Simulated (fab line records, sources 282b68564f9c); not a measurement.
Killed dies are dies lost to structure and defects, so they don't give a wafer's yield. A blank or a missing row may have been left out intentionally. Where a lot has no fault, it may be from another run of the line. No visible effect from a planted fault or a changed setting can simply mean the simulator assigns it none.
A lot that was struck, set against a sound lot    flow rit cmos    15 out of 202 route steps
Sound: wafers L104.1, L104.3, L104.5. Wafers L113.2, L113.4, L113.6 were the ones struck. The cause comes at the end.
Per side, at each step with rows, come the tool, then ch with its chambers, and then its first start. Under that, the readings that differ: sound wafers    struck wafers    difference of the means    sigmas: that difference in standard deviations of wafers without a fault.
alike: readings with means less than 2 such deviations apart, plus words and numbers identical on both sides. not compared: withheld readings, readings lacking a value on some wafer, bounds such as >300 that could conceal the same value, and numbers that have no deviation in the record and whose values overlap.
A row with sigmas, a row that says differs or no value, or rows on one side alone: a step with any of these is where the two part. When numbers do not overlap yet have no deviation, they are printed without sigmas and do not part them. Lack of a reading on every wafer of one side parts them only where that side has two or more wafers.

first, 5 steps without rows for these wafers: RIT_M1_COAT_04 (resist thk 1300 nm); RIT_M1_SOFTBAKE_05 (time 60 s); RIT_M1_EXPOSE_06 (exposes mask M12, target cd 2600 nm); RIT_M1_PEB_07; RIT_M1_DEVELOP_08 (develop time 68 s).
RIT_M1_CD_MEAS_09 targets a cd of 2600 nm.
  sound on cd sem-01 at day 3 18:01; struck on cd sem-02 at day 5 18:47
  alike: cd nm
RIT_M1_OVL_MEAS_10:
  sound on overlay-01 at day 3 18:08; struck on overlay-02 at day 5 18:54
reading      sound        struck          difference  sigmas
M1_OVL (nm)  2.4 1.4 1.4  -2.8 -1.7 -2.5  -4.1        -3
then, 1 step without rows for these wafers: RIT_M1_HARDBAKE_11 (time 120 s).
RIT_M1_METAL_ETCH_12: etches Al in Cl2/BCl3, stops on SiO2, time 165 s, target depth 600 nm.
  sound on rie metal-01 ch 0,1, day 3 18:25; struck on rie metal-01 ch 0,1, day 5 19:24
  alike: drypump motor current A, oes product au, rf fwd power W, throttle valve pct
  not compared: rf hours counter h
then, 1 step without rows for these wafers: RIT_M1_STRIP_13 (strips in nmp, time 600 s).
RIT_M1_STRIP_14: strips in O2, time 180 s.
  sound on plasma asher-01 ch 0,1, day 3 18:56; struck on plasma asher-04 ch 0,1, day 5 19:44
  alike: drypump motor current A
  not compared: rf hours counter h
RIT_M1_CD_MEAS_90 targets a cd of 2600 nm.
  sound on cd sem-01 at day 3 19:07; struck on cd sem-02 at day 5 19:56
  alike: cd nm
RIT_M1_ANNEAL_15: time 1800 s.
  sound on furnace-02 ch 0, day 3 19:14; struck on furnace-02 ch 0, day 5 20:02
reading                    sound                 struck                difference  sigmas
spike tc centre C (C)      453.8 454.3 453.3     393.6 394.6 394.0     -59.7       -54
spike tc load C (C)        468.1 471.2 469.5     410.4 409.2 407.3     -60.6       -67
spike tc source C (C)      461.9 463.0 461.1     400.8 401.2 400.7     -61.1       -68
tube center temp C (C)     449.96 449.92 450.02  389.97 389.94 389.99  -60.00      -99 or more
tube_center_temp_C_max     451.86 451.05 451.36  390.97 390.98 391.20  -60.37      -99 or more
zone power centre pct (%)  17.65 17.88 17.66     15.36 15.34 15.50     -2.33       -12
zone power load pct (%)    6.53 6.49 6.46        5.04 5.05 5.10        -1.43       -21
zone power source pct (%)  6.55 6.81 6.94        5.25 5.35 5.35        -1.45       -20
RIT_M1_BOW_MEAS_16:
  sound on film metro-03 at day 3 20:44; struck on film metro-03 at day 5 21:33
  alike: M1_BOW
RIT_M1_PROBE_99:
  sound on prober-01 at day 3 20:51; struck on prober-01 at day 5 21:42
reading                                    sound                 struck                difference  sigmas
model.etest.contact ppoly.rc ohm           1.407 1.351 1.334     2.65 2.759 2.827      +1.38       
model.etest.contact nplus.rc ohm           1.36 1.351 1.372      2.742 2.807 2.74      +1.402      
model.etest.contact npoly.rc ohm           1.374 1.407 1.397     2.682 2.717 2.698     +1.306      
model.etest.contact pplus.rc ohm           1.353 1.378 1.315     2.649 2.748 2.705     +1.352      
model.etest.nmos_0p15.junction log10 a um  -13.38 -13.31 -13.46  -13.77 -13.64 -13.72  -0.33       
  alike: defect limited yield, killed at contacts, killed at front end, killed dies, killed on rim, killed open, killed short, sort_bin_3_pad_short, sort_bin_5_function, sort_bin_6_memory, sort n pass, sort yield pct

== WHERE THEY PART ==
Last at RIT_M1_ANNEAL_15 as far as this record goes, first at RIT_M1_OVL_MEAS_10. Later steps at which nothing parts them and some readings are alike: RIT_M1_BOW_MEAS_16, RIT_M1_PROBE_99.

WHY: whatever the simulator had introduced
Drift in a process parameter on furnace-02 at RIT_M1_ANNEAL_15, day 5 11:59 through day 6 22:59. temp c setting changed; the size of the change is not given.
